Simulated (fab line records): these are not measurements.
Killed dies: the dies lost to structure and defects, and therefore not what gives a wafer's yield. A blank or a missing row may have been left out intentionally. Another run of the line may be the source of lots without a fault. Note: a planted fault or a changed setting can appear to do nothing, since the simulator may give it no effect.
A lot that was struck, set against a sound lot ; flow berkeleyCmos170 ; 27 steps out of a route of 331
Sound: these wafers, L801.1, L801.2, L801.5. Wafers struck: L803.2, L803.3, L803.4. Last of all comes the cause.
Each step with rows lists, per side, the tool, then ch with its chambers, then its first start. Under that, the readings that differ: sound wafers ; struck wafers ; difference of the means ; sigmas: that difference in standard deviations of wafers without a fault.
alike: same words and numbers on both sides, and readings whose means sit less than 2 such deviations apart. not compared: any withheld reading, any reading some wafer has no value for, any bound like >300 that may hide the same value, and any number with overlapping values for which the record gives no deviation.
A row with sigmas, a row that says differs or no value, or rows on one side alone: a step with any of these is where the two part. When numbers do not overlap yet have no deviation, they are printed without sigmas and do not part them. Lack of a reading on every wafer of one side parts them only where that side has two or more wafers.

UCB170_SPACER_THK_MEAS_01:
  sound: filmMetro-03 at day 9 12:41; struck: filmMetro-01 at day 9 18:59
  alike: SPACER_TEOS_THK
then, 1 step without rows for these wafers: UCB170_SPACER_ANNEAL_02 (time 1800 s).
UCB170_SPACER_ETCHBACK_03: etches SiO2 in CHF3/CF4/Ar, stops on Si, target depth 376 nm, time 100 s.
  sound on rieDiel-04 ch 0,1, day 9 17:06; struck on rieDiel-04 ch 0,1,3, day 9 23:16
  alike: cf4FlowSccm, chamberPressureMTorr, drypumpMotorCurrentA, oesProductAu, throttleValvePct
  not compared: rfHoursCounterH
then, 6 steps without rows for these wafers: UCB170_PSD_HMDS_00 (prime time 60 s); UCB170_PSD_COAT_01 (resist thk 900 nm); UCB170_PSD_SOFTBAKE_02 (time 60 s); UCB170_PSD_EXPOSE_03 (exposes mask PSELECT MOD, target cd 1200 nm); UCB170_PSD_PEB_04; UCB170_PSD_DEVELOP_05 (develop time 45 s).
UCB170_PSD_CD_MEAS_06: the cd target is 1200 nm.
  sound: cdSem-02 at day 9 18:34; struck: cdSem-01 at day 10 01:19
  alike: cdNm
UCB170_PSD_OVL_MEAS_07:
  sound: overlay-02 at day 9 18:41; struck: overlay-01 at day 10 01:25
  alike: PSD_OVL
then, 1 step without rows for these wafers: UCB170_PSD_IMPLANT_08.
UCB170_PSD_STRIP_09: strips in O2.
  sound on plasmaAsher-01 ch 0,1, day 9 18:52; struck on plasmaAsher-01 ch 0,1, day 10 01:35
reading;sound;struck;difference;sigmas
oesProductAu (a.u.);0.602 0.603 0.605;0.437 0.439 0.445;-0.163;-35
stripTimeToEndpointS (s);29.24 29.28 29.25;- - -;no value on the struck wafers;
model.KrF_of_PSD_COAT_01.thkNm (nm);0 0 0;690.2 692.2 690.9;+691.1;
  alike: chamberPressureMTorr, drypumpMotorCurrentA
  not compared: rfHoursCounterH
UCB170_PSD_TW_MEAS_10:
  sound: filmMetro-02 at day 9 19:05; struck: filmMetro-02 at day 10 01:44
  alike: PSD_TW
then, 7 steps without rows for these wafers: UCB170_PSD_CLEAN_11 (cleans in SPM, time 600 s); UCB170_NSD_HMDS_00 (prime time 60 s); UCB170_NSD_COAT_01 (resist thk 900 nm); UCB170_NSD_SOFTBAKE_02 (time 60 s); UCB170_NSD_EXPOSE_03 (exposes mask NSELECT MOD, target cd 1200 nm); UCB170_NSD_PEB_04; UCB170_NSD_DEVELOP_05 (develop time 45 s).
UCB170_NSD_CD_MEAS_06: the cd target is 1200 nm.
  sound: cdSem-01 at day 9 20:32; struck: cdSem-01 at day 10 04:17
  alike: cdNm
UCB170_NSD_OVL_MEAS_07:
  sound: overlay-02 at day 9 20:40; struck: overlay-02 at day 10 04:23
  alike: NSD_OVL
then, 1 step without rows for these wafers: UCB170_NSD_IMPLANT_08.
UCB170_NSD_STRIP_09: strips in O2.
  sound on plasmaAsher-01 ch 0,1, day 9 20:51; struck on plasmaAsher-01 ch 0,1, day 10 04:34
reading;sound;struck;difference;sigmas
oesProductAu (a.u.);0.539 0.542 0.532;0.609 0.608 0.604;+0.069;+15
stripTimeToEndpointS (s);35.87 35.92 35.84;56.26 56.33 56.29;+20.42;+99 or more
  alike: chamberPressureMTorr, drypumpMotorCurrentA
  not compared: rfHoursCounterH
UCB170_NSD_TW_MEAS_10:
  sound: filmMetro-01 at day 9 20:57; struck: filmMetro-01 at day 10 04:40
reading;sound;struck;difference;sigmas
NSD_TW;4192 4189 4190;30 30 30;-4160;-74
then, 1 step without rows for these wafers: UCB170_NSD_CLEAN_11 (cleans in SPM, time 600 s).

WHERE THEY PART
Earliest at UCB170_PSD_STRIP_09; latest, in this record, at UCB170_NSD_TW_MEAS_10.

WHY: whatever the simulator had introduced
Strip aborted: plasmaAsher-01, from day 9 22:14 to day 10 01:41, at UCB170_PSD_STRIP_09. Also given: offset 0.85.
